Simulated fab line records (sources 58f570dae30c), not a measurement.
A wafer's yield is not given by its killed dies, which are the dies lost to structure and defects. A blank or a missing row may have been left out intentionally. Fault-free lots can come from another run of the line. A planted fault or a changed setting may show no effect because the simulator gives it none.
Chamber matching + flow berkeley cmos170 + UCB170_GATE_ETCH_15 on rie si-01 has 4 sister chambers
The step etches poly-Si in HBr/Cl2, stops on SiO2, time 56.3 s, target depth 278.2 nm. 4 wafers are shown with their chamber, then 7 later ones without.

== EACH WAFER AND ITS CHAMBER ==
| wafer  | chamber | throttle valve pct (%) |
|--------|---------|------------------------|
| L886.5 | 1       | 26.52                  |
| L893.6 | 2       | 26.05                  |
| L902.2 | 0       | 26.29                  |
| L902.3 | 3       | 26.06                  |

== WAFERS WHOSE CHAMBER IS MISSING ==
| wafer  | throttle valve pct (%) |
|--------|------------------------|
| L902.4 | 26.51                  |
| L904.2 | 26.04                  |
| L904.3 | 26.06                  |
| L904.6 | 26.52                  |
| L905.1 | 26.06                  |
| L905.4 | 26.51                  |
| L905.6 | 26.30                  |

== CHAMBER TAKEN BY EACH ==
| wafer  | from the rows above     | in truth |
|--------|-------------------------|----------|
| L902.4 | 1                       | 1        |
| L904.2 | can't be placed: 2 or 3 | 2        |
| L904.3 | can't be placed: 3 or 2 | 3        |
| L904.6 | 1                       | 1        |
| L905.1 | can't be placed: 3 or 2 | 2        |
| L905.4 | 1                       | 1        |
| L905.6 | 0                       | 0        |
Placed correctly: 4 of 7. Cannot be placed on the basis of these rows: 3; the candidates contain the true chamber in 3. 0 placed wrongly.
How it was worked out, from the rows above alone: a wafer's distance from a chamber is the root of the sum, over the readings, of the square of ((its reading less the chamber's mean) divided by the reading's scatter). If the next closest chamber is less than 2 further off than the closest, the wafer can't be placed; otherwise it belongs to the closest. For every chamber, the mean is computed from those of its wafers that are shown. The scatter: with one shown wafer a chamber, the root of the mean of the squares of how far each hidden wafer lies from its nearest shown one.
